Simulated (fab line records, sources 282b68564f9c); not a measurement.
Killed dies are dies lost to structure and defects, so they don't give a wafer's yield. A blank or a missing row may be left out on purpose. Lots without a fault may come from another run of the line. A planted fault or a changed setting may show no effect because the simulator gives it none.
A struck lot beside a sound one | flow rit_cmos | 18 steps out of a route of 202
Sound: wafers L902.1, L902.2, L902.3. Struck: wafers L911.1, L911.3, L911.4. The cause comes at the end.
At each step with rows: each side's tool, then ch and its chambers, then its first start. Under that, the readings that differ: sound wafers | struck wafers | difference of the means | sigmas: that difference in standard deviations of wafers without a fault.
alike: readings whose means differ by less than 2 such deviations, and words and numbers that are the same on both sides. not compared: withheld readings, readings that some wafer has no value for, bounds like >300 that may hide the same value, and numbers for which the record gives no deviation and whose values overlap.
The two part at a step that has a row with sigmas, a row that says differs or no value, or rows on one side only. Numbers that don't overlap but have no deviation are shown without sigmas and don't part them. A reading that every wafer of one side lacks parts them only if that side has two wafers or more.

first, 3 steps without rows for these wafers: RIT_ACTIVE_CLEAN_16 (cleans in dHF, time 30 s); RIT_ACTIVE_CLEAN_17 (cleans in SC2, time 600 s); RIT_FOX1_OXIDATION_00 (target thk 350.7 nm, ox time 1130 s).
RIT_FOX1_THK_MEAS_01:
  sound on film_metro-02, day 1 22:14; struck on film_metro-02, day 3 18:49
  alike: FOX1_OXIDE_THK
then, 2 steps without rows for these wafers: RIT_FOX1_WET_ETCH_02 (etches SiO2 in BOE, target depth 350 nm, time 390 s); RIT_FOX2_OXIDATION_00 (target thk 350.7 nm, ox time 1130 s).
RIT_FOX2_THK_MEAS_01:
  sound on film_metro-03, day 2 00:30; struck on film_metro-03, day 3 20:19
  alike: FOX2_OXIDE_THK
then, 2 steps without rows for these wafers: RIT_FOX2_CLEAN_02 (cleans in dHF, time 180 s); RIT_FOX2_WET_ETCH_03 (etches Si3N4 in H3PO4, target depth 195 nm, time 2700 s).
RIT_FOX2_THK_MEAS_90:
  sound on film_metro-03, day 2 01:23; struck on film_metro-03, day 3 21:12
  alike: FIELD_OXIDE_LEFT_1_THK
then, 2 steps without rows for these wafers: RIT_NWELL_HMDS_00 (prime time 60 s); RIT_NWELL_COAT_01 (resist thk 1300 nm).
RIT_NWELL_SOFTBAKE_02: time 60 s.
  sound on litho_track-02 ch 0, day 2 01:44; struck on litho_track-03 ch 0, day 3 21:34
  reading                  | sound             | struck            | difference | sigmas
  heater_power_total_W (W) | 34.59 34.56 34.68 | 33.27 33.28 33.29 | -1.33      | -28
  plate_temp_C (C)         | 89.81 89.64 89.84 | 87.43 87.40 87.54 | -2.31      | -16
  alike: chill_plate_temp_C
then, 2 steps without rows for these wafers: RIT_NWELL_EXPOSE_03 (exposes mask M2, target cd 43900 nm); RIT_NWELL_PEB_04.
RIT_NWELL_DEVELOP_05: develop time 68 s.
  sound on litho_track-03 ch 0; struck on litho_track-02 ch 0
  reading                                    | sound          | struck         | difference | sigmas
  model.NOVOLAK_of_NWELL_COAT_01.thk_nm (nm) | 1296 1299 1300 | 1311 1312 1310 | +13        |
  alike: chill_plate_temp_C
RIT_NWELL_OVL_MEAS_06:
  sound on overlay-01, day 2 02:26; struck on overlay-02, day 3 22:08
  alike: NWELL_OVL
RIT_M1_PROBE_99:
  sound on prober-01, day 3 14:30; struck on prober-02, day 5 10:39
  alike: killed_at_contacts, killed_at_front_end, killed_dies, killed_on_rim, killed_open, killed_short

WHERE THEY PART
Only at RIT_NWELL_SOFTBAKE_02, within this record. Later steps at which nothing parts them and some readings are alike: RIT_NWELL_DEVELOP_05, RIT_NWELL_OVL_MEAS_06, RIT_M1_PROBE_99.

WHY: what the simulator had put in
Process parameter drift: litho_track-03, from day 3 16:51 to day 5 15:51, at RIT_NWELL_SOFTBAKE_02. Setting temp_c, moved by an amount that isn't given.
